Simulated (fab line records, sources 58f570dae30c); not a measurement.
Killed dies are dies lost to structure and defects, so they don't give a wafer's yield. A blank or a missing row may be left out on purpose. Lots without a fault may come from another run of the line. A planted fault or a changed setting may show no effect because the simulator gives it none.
Which tool did it? | flow berkeley_cmos170 | 15 lots, 45 wafers sampled, at 4 steps of a route of 331

WHAT THE GAUGES READ, wafer by wafer
UCB170_NSD_CD_MEAS_06: target cd 1200 nm.
lot  | measured     | on        | cd_nm (nm)
L360 | day 8 07:53  | cd_sem-02 | 1200.4 1201.0 1199.9
L363 | day 8 08:07  | cd_sem-01 | 1201.5 1202.2 1201.8
L361 | day 8 08:22  | cd_sem-02 | 1199.6 1199.4 1199.4
L362 | day 8 08:35  | cd_sem-02 | 1198.3 1199.9 1200.2
L365 | day 8 12:39  | cd_sem-02 | 1200.9 1202.6 1201.1
L368 | day 9 07:35  | cd_sem-02 | 1197.2 1198.7 1197.7
L369 | day 9 07:59  | cd_sem-02 | 1197.9 1197.6 1198.5
L371 | day 9 21:00  | cd_sem-01 | 1201.6 1202.0 1201.7
L374 | day 10 13:29 | cd_sem-02 | 1201.6 1201.2 1201.9
L373 | day 10 13:49 | cd_sem-02 | 1197.1 1198.7 1197.2
L375 | day 10 14:02 | cd_sem-02 | 1201.4 1201.3 1202.8
L376 | day 11 05:54 | cd_sem-02 | 1201.1 1202.7 1201.7
L378 | day 11 16:20 | cd_sem-02 | 1199.8 1200.3 1199.6
L379 | day 11 16:33 | cd_sem-01 | 1199.0 1199.9 1198.3
L383 | day 12 08:48 | cd_sem-02 | 1199.2 1200.8 1199.8

UCB170_SILICIDE_RS_MEAS_02: measures by four-point-probe.
lot  | measured     | on            | SILICIDE_TI_RS (ohm/sq)
L360 | day 8 10:28  | film_metro-04 | 25.9 25.9 25.8
L363 | day 8 11:26  | film_metro-02 | 26.0 26.5 26.4
L361 | day 8 11:31  | film_metro-04 | 26.0 25.8 25.9
L362 | day 8 11:43  | film_metro-02 | 26.1 26.1 25.9
L365 | day 8 14:50  | film_metro-04 | 26.3 26.7 26.1
L368 | day 9 10:45  | film_metro-02 | 26.3 26.1 26.1
L369 | day 9 11:00  | film_metro-02 | 25.8 25.5 25.5
L371 | day 9 23:05  | film_metro-04 | 26.5 26.4 26.0
L374 | day 10 16:02 | film_metro-03 | 26.6 26.7 26.5
L373 | day 10 16:25 | film_metro-03 | 25.6 25.6 25.8
L375 | day 10 16:34 | film_metro-02 | 26.2 25.9 26.1
L376 | day 11 08:06 | film_metro-03 | 26.2 26.5 26.6
L378 | day 11 18:45 | film_metro-03 | 26.5 26.4 26.2
L379 | day 11 18:56 | film_metro-04 | 26.6 26.7 26.6
L383 | day 12 11:02 | film_metro-03 | 26.0 26.0 26.0

UCB170_M1_OVL_MEAS_10.
lot  | measured     | on         | M1_OVL (nm)
L360 | day 8 18:17  | overlay-02 | -4 2 6
L363 | day 8 18:01  | overlay-01 | -5 1 -10
L361 | day 8 20:19  | overlay-01 | -1 8 0
L362 | day 8 20:38  | overlay-02 | -3 0 -3
L365 | day 8 21:28  | overlay-02 | -8 -9 -3
L374 | day 11 01:07 | overlay-02 | 1 -1 -1
L373 | day 11 00:17 | overlay-02 | -2 -6 -6
L375 | day 11 01:13 | overlay-01 | 4 -4 -4
L376 | day 11 15:38 | overlay-01 | 4 2 -4
L378 | day 12 03:46 | overlay-02 | 0 -6 1
L379 | day 12 04:26 | overlay-01 | -3 -4 4
L383 | day 12 21:30 | overlay-02 | -5 3 -3

WHICH TOOL RAN EACH LOT (tool, then ch and the chambers of the sampled wafers, then the start)
lot  | UCB170_CONTACT_PEB_13
L360 | litho_track-02 ch 0, day 8 15:58
L363 | litho_track-04 ch 0, day 8 15:20
L361 | litho_track-01 ch 0, day 8 17:50
L362 | litho_track-01 ch 0, day 8 18:08
L365 | litho_track-04 ch 0, day 8 19:16
L368 | litho_track-01, day 9 17:35
L369 | litho_track-04, day 9 17:45
L371 | litho_track-04, day 10 04:43
L374 | litho_track-01 ch 0, day 10 22:13
L373 | litho_track-01 ch 0, day 10 21:59
L375 | litho_track-04 ch 0, day 10 22:34
L376 | litho_track-02 ch 0, day 11 12:43
L378 | litho_track-01 ch 0, day 12 01:18
L379 | litho_track-04 ch 0, day 12 01:59
L383 | litho_track-01 ch 0, day 12 18:34
- UCB170_CONTACT_PEB_13

WHAT THE TOOLS THEMSELVES READ (means of the sampled wafers that have a number; where no wafer has one, the mark that the record gives instead)
UCB170_CONTACT_PEB_13.
lot  | tool           | chill_plate_temp_C (C) | exhaust_pa (Pa)
L360 | litho_track-02 | 22.93                  | 44.6
L363 | litho_track-04 | 23.17                  | 45.4
L361 | litho_track-01 | 23.27                  | 45.6
L362 | litho_track-01 | 22.94                  | 44.4
L365 | litho_track-04 | 22.97                  | 45.4
L368 | litho_track-01 | -                      | -
L369 | litho_track-04 | -                      | -
L371 | litho_track-04 | -                      | -
L374 | litho_track-01 | 23.00                  | 46.0
L373 | litho_track-01 | 23.09                  | 45.0
L375 | litho_track-04 | 23.08                  | 46.0
L376 | litho_track-02 | 23.00                  | 45.0
L378 | litho_track-01 | 23.12                  | 45.3
L379 | litho_track-04 | 22.92                  | 46.2
L383 | litho_track-01 | 23.07                  | 44.5

THE ANSWER, worked out from the rows above alone
Rule: what is usual is taken from the lots themselves. Put in order of their means at a reading, lots are off if they are a third of the lots or fewer, leave a main group of 4 or more, and stand apart from it by a gap of 3 or more times the standard deviation of the main group's means; of several such gaps the widest counts. A main group whose means are all the same, to the digits that the tables above print for the reading, isn't used. A lot without any number at a reading at which 4 lots or more have one is off too. The other lots that the step has rows for count as sound. The gauges are gone through in route order, then the tools' own readings, and for those a lot's mean is taken as printed above. The first step at which some lot is off is used, and at that step the reading that is off furthest; a lot without a number counts as furthest.
Off: L368, L369, L371, at UCB170_CONTACT_PEB_13 (chill_plate_temp_C). Without a number there: L368, L369, L371. The main group: mean 23.05 C, standard deviation 0.1.
A tool fits if, at that step or a process step before it, it ran every lot that is off, and no sound lot after the first of them. None of those tried fits.

WHAT THE SIMULATOR HAD PUT IN
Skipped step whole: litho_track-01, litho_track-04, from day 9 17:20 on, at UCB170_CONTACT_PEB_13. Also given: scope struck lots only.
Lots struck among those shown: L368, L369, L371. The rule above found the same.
